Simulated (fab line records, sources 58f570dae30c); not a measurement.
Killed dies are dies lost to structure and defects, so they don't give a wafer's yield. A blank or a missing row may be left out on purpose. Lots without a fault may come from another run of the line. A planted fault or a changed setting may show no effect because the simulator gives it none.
Which tool did it? | flow berkeley_cmos170 | 14 lots, 42 wafers sampled, at 4 steps of a route of 331

WHAT THE GAUGES READ, wafer by wafer
UCB170_NWELL_THK_MEAS_02. Usual: NWELL_OXIDE_THK 26.4 nm, standard deviation 0.57.
lot  | measured    | on            | NWELL_OXIDE_THK (nm) | flag
L221 | day 2 07:47 | film_metro-03 | 26.3 25.9 26.2       |
L222 | day 2 15:42 | film_metro-02 | 26.8 27.2 27.1       |
L223 | day 2 21:44 | film_metro-01 | 25.7 25.4 25.3       |
L224 | day 3 03:19 | film_metro-03 | 27.3 27.5 27.5       |
L225 | day 3 03:19 | film_metro-02 | 27.6 27.3 27.4       |
L235 | day 5 12:12 | film_metro-03 | 26.5 26.3 26.4       |
L236 | day 5 12:13 | film_metro-01 | 25.9 25.8 25.8       |
L237 | day 5 16:20 | film_metro-01 | 26.6 26.8 26.4       |
L238 | day 5 16:20 | film_metro-03 | 26.6 26.6 26.6       |
L239 | day 6 00:47 | film_metro-01 | 26.7 26.2 25.8       |
L240 | day 6 08:47 | film_metro-03 | 26.3 25.9 25.6       |
L242 | day 6 13:08 | film_metro-03 | 26.4 26.2 26.2       |
L241 | day 6 13:09 | film_metro-02 | 26.5 26.4 26.2       |
L243 | day 6 23:42 | film_metro-03 | 25.9 26.1 25.9       |

UCB170_PVT_TW_MEAS_09. Usual: PVT_TW 507, standard deviation 3.6.
lot  | measured     | on            | PVT_TW      | flag
L221 | day 6 17:20  | film_metro-01 | 505 506 506 |
L222 | day 7 07:02  | film_metro-04 | 509 510 508 |
L223 | day 7 06:19  | film_metro-01 | 508 502 508 |
L224 | day 7 06:58  | film_metro-01 | 507 506 506 |
L225 | day 7 07:19  | film_metro-04 | 507 508 508 |
L235 | day 9 13:52  | film_metro-01 | 501 503 503 |
L236 | day 9 14:02  | film_metro-04 | 510 509 513 |
L237 | day 10 05:04 | film_metro-04 | 505 505 507 |
L238 | day 10 05:30 | film_metro-04 | 504 507 508 |
L239 | day 10 18:15 | film_metro-03 | 513 512 512 |
L240 | day 10 18:58 | film_metro-04 | 507 505 506 |
L242 | day 10 18:58 | film_metro-03 | 512 514 512 |
L241 | day 10 19:15 | film_metro-03 | 512 512 509 |
L243 | day 11 10:57 | film_metro-01 | 505 508 506 |

WHICH TOOL RAN EACH LOT (tool, then ch and the chambers of the sampled wafers, then the start)
lot  | UCB170_PWELL_ANNEAL_04       | UCB170_PVT_STRIP_08
L221 | furnace-02 ch 0, day 3 09:52 | plasma_asher-02 ch 0,1, day 6 17:14
L222 | furnace-01 ch 0, day 3 17:26 | plasma_asher-02 ch 0,1, day 7 06:56
L223 | furnace-01 ch 0, day 3 17:26 | plasma_asher-02 ch 0,1, day 7 06:13
L224 | furnace-01 ch 0, day 4 03:26 | plasma_asher-01 ch 0,1, day 7 06:52
L225 | furnace-01 ch 0, day 4 03:26 | plasma_asher-04 ch 0,1, day 7 07:13
L235 | furnace-04 ch 0, day 6 10:04 | plasma_asher-02 ch 0,1, day 9 13:46
L236 | furnace-04 ch 0, day 6 10:04 | plasma_asher-01 ch 0,1, day 9 13:57
L237 | furnace-04 ch 0, day 6 21:19 | plasma_asher-01 ch 0,1, day 10 04:58
L238 | furnace-04 ch 0, day 6 21:19 | plasma_asher-02 ch 0,1, day 10 05:24
L239 | furnace-04 ch 0, day 7 07:55 | plasma_asher-02 ch 0,1, day 10 18:10
L240 | furnace-01 ch 0, day 7 12:45 | plasma_asher-02 ch 0,1, day 10 18:52
L242 | furnace-01 ch 0, day 7 12:45 | plasma_asher-01 ch 0,1, day 10 18:52
L241 | furnace-01 ch 0, day 7 12:45 | plasma_asher-04 ch 0,1, day 10 19:10
L243 | furnace-02 ch 0, day 8 00:21 | plasma_asher-04 ch 0,1, day 11 10:52
- UCB170_PWELL_ANNEAL_04: time 929.2 s.
- UCB170_PVT_STRIP_08: strips in O2.

WHAT THE TOOLS THEMSELVES READ (means of the sampled wafers that have a number; where no wafer has one, the mark that the record gives instead)
UCB170_PWELL_ANNEAL_04. Usual: spike_tc_centre_C 1002.3 C, standard deviation 1.3; spike_tc_load_C 1026.1 C, standard deviation 2; spike_tc_source_C 1024.4 C, standard deviation 1; tube_center_temp_C 1000 C, standard deviation 0.089; tube_center_temp_C_max 1002.6, standard deviation 0.45; zone_power_centre_pct 50.3 %, standard deviation 1.4; zone_power_load_pct 32.2 %, standard deviation 1.5.
lot  | tool       | spike_tc_centre_C (C) | spike_tc_load_C (C) | spike_tc_source_C (C) | tube_center_temp_C (C) | tube_center_temp_C_max | zone_power_centre_pct (%) | zone_power_load_pct (%) | flag
L221 | furnace-02 | 1003.4                | 1027.9              | 1024.6                | 1000                   | 1003.1                 | 48.9                      | 31.8                    |
L222 | furnace-01 | 1003.0                | 1024.8              | 1025.5                | 1000                   | 1002.6                 | 50.5                      | 34.2                    |
L223 | furnace-01 | 1002.8                | 1024.8              | 1024.8                | 1000                   | 1002.2                 | 50.8                      | 34.3                    |
L224 | furnace-01 | 1060.1                | 1082.1              | 1082.2                | 1057                   | 1059.5                 | 54.5                      | 39.1                    | OFF
L225 | furnace-01 | 1059.0                | 1082.2              | 1082.6                | 1057                   | 1059.7                 | 54.9                      | 39.2                    | OFF
L235 | furnace-04 | 1000.3                | 1024.8              | 1024.8                | 1000                   | 1002.4                 | 52.0                      | 30.6                    |
L236 | furnace-04 | 1001.5                | 1025.6              | 1023.7                | 1000                   | 1002.6                 | 52.1                      | 30.5                    |
L237 | furnace-04 | 1002.1                | 1026.3              | 1023.9                | 1000                   | 1003.0                 | 51.6                      | 30.5                    |
L238 | furnace-04 | 1000.8                | 1025.2              | 1024.5                | 1000                   | 1002.8                 | 52.5                      | 30.6                    |
L239 | furnace-04 | 1000.9                | 1025.4              | 1023.9                | 1000                   | 1002.9                 | 51.9                      | 30.4                    |
L240 | furnace-01 | 1003.0                | 1024.5              | 1023.6                | 1000                   | 1002.6                 | 50.6                      | 34.2                    |
L242 | furnace-01 | 1002.0                | 1024.6              | 1024.4                | 1000                   | 1002.7                 | 50.9                      | 33.8                    |
L241 | furnace-01 | 1002.3                | 1024.5              | 1025.0                | 1000                   | 1003.0                 | 50.9                      | 34.2                    |
L243 | furnace-02 | 1003.0                | 1029.0              | 1025.0                | 1000                   | 1002.1                 | 48.5                      | 31.7                    |

UCB170_PVT_STRIP_08. Usual: drypump_motor_current_A 6.1 A, standard deviation 0.48; oes_product_au 0.734 a.u., standard deviation 0.0046; strip_time_to_endpoint_s 21.64 s, standard deviation 0.061.
lot  | tool            | drypump_motor_current_A (A) | oes_product_au (a.u.) | strip_time_to_endpoint_s (s) | flag
L221 | plasma_asher-02 | 6.3                         | 0.735                 | 21.64                        |
L222 | plasma_asher-02 | 6.2                         | 0.734                 | 21.58                        |
L223 | plasma_asher-02 | 6.3                         | 0.740                 | 21.64                        |
L224 | plasma_asher-01 | 6.1                         | 0.734                 | 21.61                        |
L225 | plasma_asher-04 | 5.3                         | 0.735                 | 21.62                        |
L235 | plasma_asher-02 | 6.3                         | 0.733                 | 21.52                        |
L236 | plasma_asher-01 | 6.2                         | 0.736                 | 21.68                        |
L237 | plasma_asher-01 | 6.1                         | 0.730                 | 21.65                        |
L238 | plasma_asher-02 | 6.3                         | 0.734                 | 21.61                        |
L239 | plasma_asher-02 | 6.3                         | 0.734                 | 21.64                        |
L240 | plasma_asher-02 | 6.3                         | 0.731                 | 21.69                        |
L242 | plasma_asher-01 | 6.2                         | 0.736                 | 21.77                        |
L241 | plasma_asher-04 | 5.9                         | 0.734                 | 21.60                        |
L243 | plasma_asher-04 | 5.9                         | 0.735                 | 21.69                        |

THE ANSWER, worked out from the rows above alone
Rule: a lot is off if the mean of its wafers that have a number lies more than 3 standard deviations from the usual mean. A lot without any number at a reading at which 4 lots or more have one is off too. The other lots that the step has rows for count as sound. The gauges are gone through in route order, then the tools' own readings, and for those a lot's mean is taken as printed above. The first step at which some lot is off is used, and at that step the reading that is off furthest; a lot without a number counts as furthest.
Off: L224, L225, at UCB170_PWELL_ANNEAL_04 (tube_center_temp_C).
A tool fits if, at that step or a process step before it, it ran every lot that is off, and no sound lot after the first of them. None of those tried fits.

WHAT THE SIMULATOR HAD PUT IN
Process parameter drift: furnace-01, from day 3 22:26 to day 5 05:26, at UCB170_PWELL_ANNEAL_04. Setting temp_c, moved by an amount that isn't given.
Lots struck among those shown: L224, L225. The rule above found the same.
